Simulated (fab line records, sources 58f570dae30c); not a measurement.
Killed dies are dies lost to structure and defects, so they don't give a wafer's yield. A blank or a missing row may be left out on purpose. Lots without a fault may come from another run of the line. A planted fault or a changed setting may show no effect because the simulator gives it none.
fab line records | flow berkeley_cmos170
record lots=6 wafers=18 last_day=12
route steps=331 shown V2@298 M3@309
lots that met no fault: from a run of the same line without faults
start_h: hours from the record's first day to the start of the lot's first wafer shown | wait_h: hours since the lot's step before | " the same as in the row above | L1.1+2: a row that stands for several wafers | - no value, or no start given | * or withheld: withheld | < > ~ a bound
route shown NAME@n: a module of which the file shows steps, and the number in the route of the first | usual: mean/standard deviation of fault-free wafers | same: alike in all rows | chamber/n: place in a boat | sites: the reading at each site | _std_site: their standard deviation | _edge_site: outer sites' mean less inner sites' | radius_mm: how far each site lies from the wafer's centre | mask NAME#n: copy n | behind: the tool/chamber that last shaped the wafer | hold: why the lot was held/for how many hours/how that ended | device: the transistor (n, p or np) that didn't switch | end of line: the same wafers' tests at the end of the route | a step without rows: its recipe alone | killed: dies lost to structure and defects at the first sort, not the wafer's yield | map: a wafer's dies, x killed, . not, _ none there
set.NAME: the setting as run; set.NAME@STEP: as run at that earlier step | model.NAME: the simulator's own value behind a step, which no gauge read
lots at some steps of the route; a table a step, a row a wafer
services: from which hour (start_h, from the record's first day; less than 0 if before it) a tool's chamber was out of use, for how many hours, and why
## steps
# step UCB170_V2_HMDS_06
# recipe prime_time_s=60 prime_temp_c=100
# step UCB170_V2_COAT_07
# recipe resist=KrF spin_rpm=1500 resist_thk_nm=900
# step UCB170_V2_SOFTBAKE_08
# recipe resist=KrF temp_c=130 time_s=60
# step UCB170_V2_EXPOSE_09
# recipe mask_id=VIA2 target_cd_nm=700 na=0.5 sigma_outer=0.6 source_shape=conventional dose_mj=37
# step UCB170_V2_PEB_10
# recipe peb_temp_c=130 peb_time_s=withheld resist=KrF
# step UCB170_V2_DEVELOP_11
# recipe developer=TMAH develop_time_s=45 resist=KrF dev_temp_c=21
# step UCB170_V2_CD_MEAS_12
# recipe target_cd_nm=700
# usual cd_nm=700.3/1.6
# columns lot.wafer tool chamber start_h wait_h cd_nm
L810.3 cd_sem-02 - 203.29 - 698.3
L810.4 " - " " 697.9
L810.5 " - " " 698.3
L811.1 cd_sem-01 - 204.80 - 699.8
L811.3 " - " " 700.1
L811.6 " - " " 699.3
L815.1 cd_sem-01 - 235.28 - 697.0
L815.2 " - " " 698.5
L815.6 " - " " 698.9
L816.1 cd_sem-01 - 235.58 - 698.4
L816.3 " - " " 698.8
L816.5 " - " " 699.5
L819.2 cd_sem-02 - 248.00 - 700.6
L819.4 " - " " 701.0
L819.5 " - " " 701.3
L825.2 cd_sem-02 - 287.16 - 698.6
L825.3 " - " " 699.6
L825.6 " - " " 699.0
# step UCB170_V2_OVL_MEAS_13
# usual V2_OVL=0/5
# columns lot.wafer tool chamber start_h wait_h V2_OVL[nm]
L810.3 overlay-02 - 203.39 0.1 -3
L810.4 " - " " -3
L810.5 " - " " -5
L811.1 overlay-01 - 204.92 0.1 0
L811.3 " - " " 2
L811.6 " - " " -2
L815.1 overlay-02 - 235.40 0.1 8
L815.2 " - " " 7
L815.6 " - " " -1
L816.1 overlay-01 - 235.70 0.1 4
L816.3 " - " " 1
L816.5 " - " " 6
L819.2 overlay-01 - 248.11 0.1 -2
L819.4 " - " " -6
L819.5 " - " " 5
L825.2 overlay-01 - 287.27 0.1 -6
L825.3 " - " " 4
L825.6 " - " " -5
# step UCB170_V2_ETCH_14
# recipe chemistry=CHF3/CF4/Ar target=SiO2 stop_on=Al CHF3_flow_sccm=45 cf4_flow_sccm=15 Ar_flow_sccm=150 pressure_mtorr=200 rf_w=700 target_depth_a=12500 over_etch_frac=0.25 time_s=291
# usual drypump_motor_current_A=5.7/0.48 oes_product_au=0.878/0.0092 throttle_valve_pct=6.97/0.097
# columns lot.wafer tool chamber start_h wait_h drypump_motor_current_A oes_product_au rf_hours_counter_h throttle_valve_pct
L810.3 rie_diel-01 2 203.41 0.0 5.4 0.873 95 6.90
L810.4 " 0 " " 6.1 0.878 113 6.72
L810.5 " 0 " " 6.1 0.885 - 6.74
L811.1 rie_diel-01 2 204.95 0.0 5.4 0.863 95 6.90
L811.3 " 1 " " 6.0 0.895 89 7.01
L811.6 " 2 " " 5.4 0.879 - 6.91
L815.1 rie_diel-03 2 235.44 0.0 6.1 0.864 30 6.97
L815.2 " 0 " " 4.7 0.878 116 7.09
L815.6 " 2 " " 6.1 0.882 - 6.96
L816.1 rie_diel-01 0 235.74 0.0 6.1 0.878 115 6.72
L816.3 " 1 " " 6.0 0.895 91 6.98
L816.5 " 2 " " 5.4 0.880 - 6.89
L819.2 rie_diel-02 1 248.14 0.0 5.0 0.875 65 6.93
L819.4 " 2 " " 5.1 0.875 18 7.01
L819.5 " 3 " " 5.8 0.884 - 7.02
L825.2 rie_diel-01 3 287.30 0.0 5.9 0.869 87 7.03
L825.3 " 2 " " 5.5 0.884 99 6.91
L825.6 " 1 " " 6.0 0.898 - 6.98
# step UCB170_V2_STRIP_15
# recipe chemistry=O2 power_w=400 pressure_mtorr=3500 platen_temp_c=withheld o2_flow_sccm=400 overash_fraction=0.5
# usual drypump_motor_current_A=6.0/0.45 oes_product_au=0.722/0.0042 strip_time_to_endpoint_s=15.37/0.12
# same overash_fraction=0.5
# columns lot.wafer tool chamber start_h wait_h drypump_motor_current_A oes_product_au rf_hours_counter_h strip_time_to_endpoint_s
L810.3 plasma_asher-03 0 203.62 0.1 5.8 0.727 - 15.42
L810.4 " 1 " " 6.1 0.727 - 15.41
L810.5 " 0 " " 5.8 0.720 - 15.43
L811.1 plasma_asher-03 1 205.13 0.1 6.2 0.720 9 15.44
L811.3 " 1 " " 6.2 0.723 - 15.33
L811.6 " 0 " " 5.9 0.716 - 15.43
L815.1 plasma_asher-01 0 235.62 0.1 5.7 0.726 44 15.20
L815.2 " 1 " " 5.2 0.727 44 15.33
L815.6 " 1 " " 5.2 0.729 - 15.26
L816.1 plasma_asher-03 0 235.92 0.1 5.9 0.716 13 15.22
L816.3 " 1 " " 6.1 0.722 - 15.05
L816.5 " 0 " " 5.9 0.715 - 15.22
L819.2 plasma_asher-01 0 248.32 0.1 5.7 0.720 45 15.48
L819.4 " 0 " " 5.7 0.724 - 15.40
L819.5 " 1 " " 5.2 0.719 - 15.16
L825.2 plasma_asher-01 0 287.48 0.1 5.7 0.713 49 15.40
L825.3 " 0 " " 5.6 0.723 - 15.44
L825.6 " 1 " " 5.2 0.721 - 15.32
# step UCB170_V2_CD_MEAS_90
# recipe target_cd_nm=700
# usual cd_nm=699.9/1.6
# columns lot.wafer tool chamber start_h wait_h cd_nm
L810.3 cd_sem-01 - 203.73 0.1 697.9
L810.4 " - " " 696.9
L810.5 " - " " 697.3
L811.1 cd_sem-01 - 205.23 0.1 698.6
L811.3 " - " " 698.9
L811.6 " - " " 698.6
L815.1 cd_sem-02 - 235.72 0.1 698.5
L815.2 " - " " 700.1
L815.6 " - " " 700.4
L816.1 cd_sem-01 - 236.02 0.1 698.2
L816.3 " - " " 697.8
L816.5 " - " " 698.6
L819.2 cd_sem-01 - 248.44 0.1 699.6
L819.4 " - " " 700.2
L819.5 " - " " 701.3
L825.2 cd_sem-02 - 287.60 0.1 697.7
L825.3 " - " " 699.1
L825.6 " - " " 697.6
# step UCB170_M3_PRE_CLEAN_00
# recipe gas=Ar preclean_etch_time_s=60
# step UCB170_M3_SPUTTER_01
# recipe material=Al target_thk_nm=900 time_s=120 power_w=6000 chamber_pressure_pa=0.5
# usual throttle_valve_pct=29.2/1.3
# columns lot.wafer tool chamber start_h wait_h throttle_valve_pct model.Al_of_M3_SPUTTER_01.thk_nm
L810.3 pvd_sputter-01 - 203.88 0.0 29.1 907.8
L810.4 " - " " 27.2 915.2
L810.5 " - " " 29.1 906.5
L811.1 pvd_sputter-02 - 205.42 0.0 30.0 907.2
L811.3 " - " " 30.5 904.7
L811.6 " - " " 30.2 904.6
L815.1 pvd_sputter-02 - 235.90 0.0 29.8 484
L815.2 " - " " 29.9 490.8
L815.6 " - " " 31.5 486.1
L816.1 pvd_sputter-01 - 236.20 0.0 30.0 897.2
L816.3 " - " " 26.9 889.5
L816.5 " - " " 30.2 899.7
L819.2 pvd_sputter-02 - 248.60 0.0 30.5 493.9
L819.4 " - " " 31.0 493.5
L819.5 " - " " 30.1 492.2
L825.2 pvd_sputter-04 - 287.76 0.0 29.6 879
L825.3 " - " " 28.4 885.2
L825.6 " - " " 30.1 890.7
# step UCB170_M3_RS_MEAS_02
# recipe thk_meas_gauge=four-point-probe reads=Al_of_M3_SPUTTER_01
# usual M3_AL_RS=0.03214/0.00029
# columns lot.wafer tool chamber start_h wait_h M3_AL_RS[ohm/sq]
L810.3 film_metro-03 - 204.00 0.1 0.03188
L810.4 " - " " 0.03158
L810.5 " - " " 0.03195
L811.1 film_metro-03 - 205.50 0.0 0.03195
L811.3 " - " " 0.03196
L811.6 " - " " 0.03197
L815.1 film_metro-03 - 235.99 0.0 0.06061
L815.2 " - " " 0.05956
L815.6 " - " " 0.06018
L816.1 film_metro-02 - 236.29 0.0 0.03224
L816.3 " - " " 0.03261
L816.5 " - " " 0.03215
L819.2 film_metro-03 - 248.71 0.1 0.05911
L819.4 " - " " 0.05934
L819.5 " - " " 0.05931
L825.2 film_metro-02 - 287.87 0.1 0.0329
L825.3 " - " " 0.03268
L825.6 " - " " 0.03242
# step UCB170_M3_THK_MEAS_03
# recipe thk_meas_gauge=xrf reads=Al_of_M3_SPUTTER_01
# usual M3_AL_THK=888/9.3
# columns lot.wafer tool chamber start_h wait_h M3_AL_THK[nm]
L810.3 film_metro-03 - 204.10 0.1 894
L810.4 " - " " 902
L810.5 " - " " 891
L811.1 film_metro-03 - 205.62 0.1 892
L811.3 " - " " 892
L811.6 " - " " 894
L815.1 film_metro-03 - 236.11 0.1 478
L815.2 " - " " 485
L815.6 " - " " 481
L816.1 film_metro-02 - 236.41 0.1 881
L816.3 " - " " 871
L816.5 " - " " 882
L819.2 film_metro-03 - 248.82 0.1 488
L819.4 " - " " 484
L819.5 " - " " 487
L825.2 film_metro-02 - 287.98 0.1 858
L825.3 " - " " 867
L825.6 " - " " 875
# step UCB170_M3_HMDS_04
# recipe prime_time_s=60 prime_temp_c=100
# step UCB170_M3_COAT_05
# recipe resist=KrF spin_rpm=1500 resist_thk_nm=900
# step UCB170_M3_SOFTBAKE_06
# recipe resist=KrF temp_c=130 time_s=60
# step UCB170_M3_STRIP_07
# recipe chemistry=O2 power_w=400 pressure_mtorr=3500 platen_temp_c=withheld o2_flow_sccm=400 overash_fraction=0.5
# usual drypump_motor_current_A=5.9/0.51 oes_product_au=0.734/0.0044 strip_time_to_endpoint_s=21.97/0.059
# same overash_fraction=0.5
# columns lot.wafer tool chamber start_h wait_h drypump_motor_current_A oes_product_au rf_hours_counter_h strip_time_to_endpoint_s
L810.3 plasma_asher-04 0 204.62 0.1 5.4 0.733 - 21.94
L810.4 " 1 " " 5.3 0.730 - 21.88
L810.5 " 0 " " 5.4 0.727 - 21.90
L811.1 plasma_asher-02 0 206.26 0.1 6.7 0.738 49 21.86
L811.3 " 1 " " 6.1 0.734 - 21.86
L811.6 " 1 " " 6.1 0.729 - 21.90
L815.1 plasma_asher-04 1 236.62 0.1 5.3 0.737 49 22.00
L815.2 " 0 " " 5.4 0.730 49 21.98
L815.6 " 1 " " 5.3 0.729 - 21.98
L816.1 plasma_asher-03 0 236.92 0.1 5.9 0.736 13 21.87
L816.3 " 1 " " 6.1 0.739 - 21.88
L816.5 " 1 " " 6.2 0.735 - 21.91
L819.2 plasma_asher-04 0 249.32 0.1 5.4 0.736 50 21.90
L819.4 " 1 " " 5.3 0.729 - 22.01
L819.5 " 0 " " 5.4 0.731 - 21.94
L825.2 plasma_asher-04 1 288.48 0.1 5.3 0.735 54 21.92
L825.3 " 0 " " 5.4 0.737 - 21.92
L825.6 " 0 " " 5.4 0.743 - 21.87
# step UCB170_M3_STRIP_08
# recipe chemistry=DMSO temp_c=80 time_s=600 material=KrF
# step UCB170_M3_COAT_09
# recipe resist=BARC temp_c=withheld time_s=withheld spin_rpm=3000 resist_thk_nm=withheld
# step UCB170_M3_COAT_10
# recipe resist=KrF spin_rpm=1500 resist_thk_nm=900
# step UCB170_M3_SOFTBAKE_11
# recipe resist=KrF temp_c=130 time_s=60
# step UCB170_M3_EXPOSE_12
# recipe mask_id=METAL3 target_cd_nm=700 na=0.5 sigma_outer=0.6 source_shape=conventional dose_mj=26
# step UCB170_M3_PEB_13
# recipe peb_temp_c=130 peb_time_s=withheld resist=KrF
# step UCB170_M3_DEVELOP_14
# recipe developer=TMAH develop_time_s=45 resist=KrF dev_temp_c=21
# step UCB170_M3_CD_MEAS_15
# recipe target_cd_nm=700
# usual cd_nm=699.9/1.1
# columns lot.wafer tool chamber start_h wait_h cd_nm
L810.3 cd_sem-02 - 205.87 - 701.1
L810.4 " - " " 700.5
L810.5 " - " " 700.3
L811.1 cd_sem-02 - 207.38 - 700.0
L811.3 " - " " 699.7
L811.6 " - " " 700.8
L815.1 cd_sem-01 - 237.88 - 699.9
L815.2 " - " " 700.9
L815.6 " - " " 700.3
L816.1 cd_sem-01 - 238.17 - 699.0
L816.3 " - " " 700.6
L816.5 " - " " 700.6
L819.2 cd_sem-02 - 250.59 - 700.3
L819.4 " - " " 701.8
L819.5 " - " " 701.4
L825.2 cd_sem-02 - 290.63 - 698.5
L825.3 " - " " 698.8
L825.6 " - " " 699.6
# step UCB170_M3_OVL_MEAS_16
# usual M3_OVL=-7/3.9
# columns lot.wafer tool chamber start_h wait_h M3_OVL[nm]
L810.3 overlay-02 - 205.96 0.1 -8
L810.4 " - " " -4
L810.5 " - " " -6
L811.1 overlay-02 - 207.50 0.1 -4
L811.3 " - " " -13
L811.6 " - " " -8
L815.1 overlay-02 - 238.00 0.1 -13
L815.2 " - " " -4
L815.6 " - " " -14
L816.1 overlay-01 - 238.29 0.1 -9
L816.3 " - " " -6
L816.5 " - " " -10
L819.2 overlay-01 - 250.70 0.1 -5
L819.4 " - " " -3
L819.5 " - " " -10
L825.2 overlay-01 - 290.74 0.1 0
L825.3 " - " " -1
L825.6 " - " " -4
# step UCB170_M3_ETCH_17
# recipe chemistry=N2/H2 target_depth_a=withheld overetch_a=withheld target=BARC time_s=withheld source_w=500 bias_w=100 pressure_mtorr=30 n2_flow_sccm=100 h2_flow_sccm=200
# usual drypump_motor_current_A=5.7/0.43 h2_flow_sccm=200.0/0.62 oes_product_au=0.999/0.021 throttle_valve_pct=13.22/0.2
# columns lot.wafer tool chamber start_h wait_h drypump_motor_current_A h2_flow_sccm oes_product_au throttle_valve_pct
L810.3 rie_diel-01 3 205.99 0.0 6.0 200.9 0.987 13.33
L810.4 " 1 " " 6.0 199.6 1.015 13.41
L810.5 " 1 " " 6.0 199.7 1.010 13.40
L811.1 rie_diel-04 1 207.53 0.0 5.0 200.5 0.997 12.92
L811.3 " 2 " " 5.9 198.8 1.038 12.97
L811.6 " 2 " " 5.9 199.6 1.041 12.98
L815.1 rie_diel-02 0 238.04 0.0 5.9 199.1 1.029 13.45
L815.2 " 3 " " 5.8 199.9 1.017 13.38
L815.6 " 0 " " 5.8 200.0 1.015 13.47
L816.1 rie_diel-01 1 238.33 0.0 6.1 201.1 1.014 13.40
L816.3 " 0 " " 6.2 199.4 1.012 12.96
L816.5 " 3 " " 6.0 199.3 1.004 13.33
L819.2 rie_diel-02 1 250.73 0.0 5.0 200.4 0.966 13.13
L819.4 " 2 " " 5.2 198.5 0.981 13.50
L819.5 " 2 " " 5.1 199.4 0.991 13.51
L825.2 rie_diel-01 2 290.77 0.0 5.4 199.5 0.985 13.35
L825.3 " 3 " " 6.0 200.8 1.001 13.35
L825.6 " 2 " " 5.5 199.6 0.990 13.37
# step UCB170_M3_METAL_ETCH_18
# recipe chemistry=Cl2/BCl3 target=Al stop_on=SiO2 pressure_mtorr=12 target_depth_a=11700 over_etch_frac=0.3 time_s=195 icp_w=600 bias_w=120 Cl2_flow_sccm=90 bcl3_flow_sccm=45
# usual drypump_motor_current_A=5.9/0.44 oes_product_au=0.861/0.0097 throttle_valve_pct=24.32/0.18
# columns lot.wafer tool chamber start_h wait_h drypump_motor_current_A oes_product_au rf_hours_counter_h throttle_valve_pct
L810.3 rie_metal-02 0 206.09 - 5.3 0.859 - 24.68
L810.4 " 1 " " 5.6 0.883 - 24.42
L810.5 " 0 " " 5.2 0.863 - 24.67
L811.1 rie_metal-03 1 207.57 - 6.7 0.850 4.2 24.38
L811.3 " 1 " " 6.7 0.839 - 24.39
L811.6 " 1 " " 6.8 0.849 - 24.40
L815.1 rie_metal-02 0 238.08 - 5.2 0.633 1.2 24.76
L815.2 " 1 " " 5.6 0.643 6.4 24.54
L815.6 " 1 " " 5.6 0.642 - 24.52
L816.1 rie_metal-03 1 238.37 - 6.8 0.846 5.6 24.41
L816.3 " 1 " " 6.7 0.840 - 24.38
L816.5 " 1 " " 6.8 0.847 - 24.40
L819.2 rie_metal-04 0 250.77 - 6.0 0.640 4.5 24.25
L819.4 " 1 " " 5.9 0.645 - 24.26
L819.5 " 0 " " 6.0 0.641 - 24.27
L825.2 rie_metal-02 0 290.81 - 5.3 0.847 2.3 24.66
L825.3 " 1 " " 5.6 0.865 - 24.41
L825.6 " 0 " " 5.3 0.851 - 24.64
# step UCB170_M3_STRIP_19
# recipe chemistry=O2 power_w=400 pressure_mtorr=3500 platen_temp_c=withheld o2_flow_sccm=400 overash_fraction=0.5
# usual drypump_motor_current_A=5.8/0.5 oes_product_au=0.535/0.012
# same overash_fraction=0.5
# columns lot.wafer tool chamber start_h wait_h drypump_motor_current_A oes_product_au rf_hours_counter_h
L810.3 plasma_asher-04 1 206.25 0.1 5.3 0.546 -
L810.4 " 0 " " 5.4 0.518 -
L810.5 " 1 " " 5.3 0.534 -
L811.1 plasma_asher-04 1 207.95 0.3 5.3 0.539 46
L811.3 " 1 " " 5.3 0.528 -
L811.6 " 1 " " 5.3 0.536 -
L815.1 plasma_asher-03 0 238.27 0.1 5.9 0.517 13
L815.2 " 1 " " 6.1 0.526 13
L815.6 " 0 " " 5.8 0.524 -
L816.1 plasma_asher-02 0 238.75 0.3 6.7 0.523 52
L816.3 " 0 " " 6.7 0.529 -
L816.5 " 1 " " 6.1 0.536 -
L819.2 plasma_asher-04 0 250.96 0.1 5.4 0.541 50
L819.4 " 1 " " 5.3 0.532 -
L819.5 " 1 " " 5.3 0.533 -
L825.2 plasma_asher-02 1 291.00 0.1 6.1 0.543 58
L825.3 " 0 " " 6.7 0.539 -
L825.6 " 1 " " 6.1 0.552 -
# step UCB170_M3_PROBE_99
# columns lot.wafer tool chamber start_h wait_h model.etest.antenna_m3.vt_shift_v
L810.3 prober-01 - 206.66 0.2 -0.01336
L810.4 prober-01 - 206.71 0.2 -0.0119
L810.5 prober-01 - 206.76 0.2 -0.009603
L811.1 prober-02 - 208.29 0.1 -0.01278
L811.3 prober-02 - 208.39 0.2 -0.01127
L811.6 prober-02 - 208.54 0.2 -0.01119
L815.1 prober-01 - 238.61 0.1 -0.02584
L815.2 prober-01 - 238.66 0.1 -0.01909
L815.6 prober-01 - 238.86 0.2 -0.02654
L816.1 prober-02 - 239.09 0.1 -0.01451
L816.3 prober-02 - 239.19 0.2 -0.01291
L816.5 prober-02 - 239.29 0.2 -0.01128
L819.2 prober-02 - 251.35 0.1 -0.02352
L819.4 prober-02 - 251.45 0.2 -0.02568
L819.5 prober-02 - 251.50 0.2 -0.02514
L825.2 prober-01 - 291.39 0.1 -0.01395
L825.3 prober-01 - 291.44 0.2 -0.01193
L825.6 prober-01 - 291.59 0.2 -0.01924
# killed by level:class
L810.3 ACTIVE:area_etch=3 SPACER:geometric_particle:short=1
L810.4 GATE:geometric_particle:open=3 SILICIDE:geometric_particle:short=2 FIELD:geometric_particle:open=1 SPACER:geometric_particle:open=1 M2:geometric_particle:short=1 ACTIVE:area_etch=1
L810.5 SILICIDE:geometric_particle:short=1
L811.1 START:geometric_particle:open=1 GATE:geometric_particle:short=1
L811.3 SACOX:geometric_particle:short=1 GATE:geometric_particle:open=1 SILICIDE:geometric_particle:open=1 V1:geometric_particle:open=1
L811.6 FIELD:geometric_particle:short=1
L816.1 SACOX:geometric_particle:short=1 GATE:geometric_particle:short=1 SILICIDE:geometric_particle:open=1 SILICIDE:geometric_particle:short=1 NSD:coat_microbubble_printed=1
L816.3 SPACER:geometric_particle:short=2 SILICIDE:geometric_particle:short=2 WELLDRIVE:geometric_particle:short=1 WELLDRIVE:geometric_particle:open=1 V2:geometric_particle:short=1 ACTIVE:area_etch=1
L816.5 V1:geometric_particle:short=1 NSD:coat_microbubble_printed=1
L819.2 GATE:geometric_particle:open=1 SILICIDE:geometric_particle:short=1 SILICIDE:geometric_particle:open=1 CONTACT:geometric_particle:short=1 V1:geometric_particle:short=1 V2:geometric_particle:open=1
L819.4 GATE:geometric_particle:short=2 SCREENOX:geometric_particle:open=1 SILICIDE:geometric_particle:open=1 M2:geometric_particle:open=1 M3:geometric_particle:short=1 ACTIVE:area_etch=1 SPACER:area_etchback=1
L819.5 GATE:geometric_particle:open=1 GATE:geometric_particle:short=1 SILICIDE:geometric_particle:short=1 V2:geometric_particle:open=1
L825.2 V2:geometric_particle:short=1
L825.3 GATE:geometric_particle:open=1 CONTACT:geometric_particle:open=1 M2:geometric_particle:short=1
L825.6 GATE:geometric_particle:short=1 GATE:geometric_particle:open=1
## services
# columns tool chamber start_h hours kind
rie_diel-03 - 190.23 2.0 repair
rie_metal-02 - 198.25 0.5 repair
rie_metal-02 - 203.54 0.2 repair
rie_metal-03 - 203.79 1.2 repair
rie_diel-04 3 204.72 4.5 repair
rie_diel-02 2 205.61 3.8 repair
rie_diel-04 0 223.10 10.7 repair
rie_diel-03 - 239.31 0.2 repair
rie_diel-04 - 239.83 15.6 pm
rie_metal-02 0 241.61 2.5 repair
rie_diel-01 - 247.67 0.4 repair
plasma_asher-04 - 257.70 1.3 repair
rie_metal-02 - 258.11 2.8 pm
rie_diel-02 1 260.36 2.8 repair
rie_metal-02 0 263.95 12.3 repair
rie_diel-03 - 269.70 0.4 repair
rie_diel-02 3 272.13 3.3 repair
rie_metal-04 0 272.92 40.5 repair
rie_diel-01 0 287.04 6.3 repair
## key
first_sign step=UCB170_M3_RS_MEAS_02 reading=M3_AL_RS direction=up sigmas=94 usual=0.03214 struck=0.05968
effect step=UCB170_M3_THK_MEAS_03 reading=M3_AL_THK direction=down sigmas=44 usual=888 struck=484
effect step=UCB170_M3_METAL_ETCH_18 reading=oes_product_au direction=down sigmas=23 usual=0.861 struck=0.641
model_effect step=UCB170_M3_SPUTTER_01 value=Al_of_M3_SPUTTER_01.thk_nm without=907.6 struck=490.1
model_effect step=UCB170_M3_PROBE_99 value=etest.antenna_m3.vt_shift_v without=-0.01519 struck=-0.0243
met_at UCB170_M3_SPUTTER_01
struck_wafers L815.1,L815.2,L815.6,L819.2,L819.4,L819.5
sort_left_out L815.1,L815.2,L815.6
onset_between 205.42 235.90
fault kind=process_parameter_drift tool=pvd_sputter-02 chamber=- onset_h=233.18 steps=UCB170_M3_SPUTTER_01 channel=target_thk_nm offset=-417.49 shape=step end_h=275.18 acts_in=these_recipes_only stated=900
# sort_left_out: the simulated sort isn't trusted on such a fault, so these wafers' sort isn't shown, and their yield isn't known
